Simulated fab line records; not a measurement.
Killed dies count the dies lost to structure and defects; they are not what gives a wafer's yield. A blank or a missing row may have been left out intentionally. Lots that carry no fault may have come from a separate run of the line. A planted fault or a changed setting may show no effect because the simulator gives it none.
Lot-split experiment / flow berkeley_cmos170 / on a route of 331 steps: 5 lots, 23 wafers read

== ON THE SPLIT ==
At UCB170_NLDD_PEB_04, the setting peb_temp_c was moved away from the recipe's 130 C on 8 of the 23 wafers read, by +0.9% to +2.7%. The other wafers ran this setting at the recipe's value.

== THE PATH FROM SPLIT TO READING: the file shows 1 step between them ==
- UCB170_NLDD_DEVELOP_05: develop time 45 s

== THE READING ==
Shown in nm: cd_nm at UCB170_NLDD_CD_MEAS_06, with target cd 1200 nm. On this fab line, fault-free wafers typically give 1200.2 nm with a standard deviation of 1.4 nm.

wafer=L074.1; tool, chamber at the split=litho_track-02, 0; peb_temp_c as run, C=133.5; against the recipe=+2.7%; cd_nm, nm=1219.0; against lot-mates on the recipe=+20.5
wafer=L074.2; tool, chamber at the split=litho_track-02, 0; peb_temp_c as run, C=130; against the recipe=recipe; cd_nm, nm=1197.7; against lot-mates on the recipe=-
wafer=L074.3; tool, chamber at the split=litho_track-02, 0; peb_temp_c as run, C=133.5; against the recipe=+2.7%; cd_nm, nm=1219.5; against lot-mates on the recipe=+21.0
wafer=L074.5; tool, chamber at the split=litho_track-02, 0; peb_temp_c as run, C=130; against the recipe=recipe; cd_nm, nm=1199.2; against lot-mates on the recipe=-
wafer=L074.6; tool, chamber at the split=litho_track-02, 0; peb_temp_c as run, C=133.5; against the recipe=+2.7%; cd_nm, nm=1218.1; against lot-mates on the recipe=+19.6
wafer=L077.2; tool, chamber at the split=litho_track-02, 0; peb_temp_c as run, C=130; against the recipe=recipe; cd_nm, nm=1201.5; against lot-mates on the recipe=-
wafer=L077.3; tool, chamber at the split=litho_track-02, 0; peb_temp_c as run, C=130; against the recipe=recipe; cd_nm, nm=1201.3; against lot-mates on the recipe=-
wafer=L077.4; tool, chamber at the split=litho_track-02, 0; peb_temp_c as run, C=130; against the recipe=recipe; cd_nm, nm=1202.5; against lot-mates on the recipe=-
wafer=L077.5; tool, chamber at the split=litho_track-02, 0; peb_temp_c as run, C=130; against the recipe=recipe; cd_nm, nm=1201.5; against lot-mates on the recipe=-
wafer=L077.6; tool, chamber at the split=litho_track-02, 0; peb_temp_c as run, C=130; against the recipe=recipe; cd_nm, nm=1202.0; against lot-mates on the recipe=-
wafer=L075.2; tool, chamber at the split=litho_track-02, 0; peb_temp_c as run, C=130; against the recipe=recipe; cd_nm, nm=1201.7; against lot-mates on the recipe=-
wafer=L075.3; tool, chamber at the split=litho_track-02, 0; peb_temp_c as run, C=130; against the recipe=recipe; cd_nm, nm=1201.5; against lot-mates on the recipe=-
wafer=L075.5; tool, chamber at the split=litho_track-02, 0; peb_temp_c as run, C=130; against the recipe=recipe; cd_nm, nm=1201.3; against lot-mates on the recipe=-
wafer=L085.1; tool, chamber at the split=litho_track-02, 0; peb_temp_c as run, C=131.2; against the recipe=+0.9%; cd_nm, nm=1207.0; against lot-mates on the recipe=+6.8
wafer=L085.2; tool, chamber at the split=litho_track-02, 0; peb_temp_c as run, C=130; against the recipe=recipe; cd_nm, nm=1199.7; against lot-mates on the recipe=-
wafer=L085.3; tool, chamber at the split=litho_track-02, 0; peb_temp_c as run, C=131.2; against the recipe=+0.9%; cd_nm, nm=1208.4; against lot-mates on the recipe=+8.2
wafer=L085.5; tool, chamber at the split=litho_track-02, 0; peb_temp_c as run, C=130; against the recipe=recipe; cd_nm, nm=1200.7; against lot-mates on the recipe=-
wafer=L085.6; tool, chamber at the split=litho_track-02, 0; peb_temp_c as run, C=131.2; against the recipe=+0.9%; cd_nm, nm=1207.5; against lot-mates on the recipe=+7.3
wafer=L084.1; tool, chamber at the split=litho_track-01, 0; peb_temp_c as run, C=130; against the recipe=recipe; cd_nm, nm=1201.0; against lot-mates on the recipe=-
wafer=L084.2; tool, chamber at the split=litho_track-01, 0; peb_temp_c as run, C=132.6; against the recipe=+2.0%; cd_nm, nm=1216.7; against lot-mates on the recipe=+16.1
wafer=L084.3; tool, chamber at the split=litho_track-01, 0; peb_temp_c as run, C=132.6; against the recipe=+2.0%; cd_nm, nm=1215.9; against lot-mates on the recipe=+15.3
wafer=L084.4; tool, chamber at the split=litho_track-01, 0; peb_temp_c as run, C=130; against the recipe=recipe; cd_nm, nm=1199.3; against lot-mates on the recipe=-
wafer=L084.6; tool, chamber at the split=litho_track-01, 0; peb_temp_c as run, C=130; against the recipe=recipe; cd_nm, nm=1201.4; against lot-mates on the recipe=-

FIT RESULTS
A straight line over all 23 wafers: cd_nm changes by +6.97 nm for each +1% of peb_temp_c; r = +0.99; the points scatter about the line by 1.2 nm.
The same after taking each lot's own level away (the mean of its wafers on the recipe; 23 wafers): +7.67 nm for each +1%; r = +1.00; scatter 0.63 nm.
According to that fit, moving peb_temp_c by its largest amount changes the reading by 21 nm.
From 1198.45 to 1201.76 nm: that is the span of the lots' own levels, equal to 2.4 times the standard deviation above.
The two slopes are in agreement: the lot-to-lot level therefore moves the slope only a little.
Check: with one of the wafers moved furthest among these (+2.7%) left out of the fit, the line predicts +20.7 nm for it against its lot-mates. It came out at +20.5 nm against them.

== FILE'S OWN FIT ==
cd_nm changes by +7.71 nm for each +1% of peb_temp_c, r = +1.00.
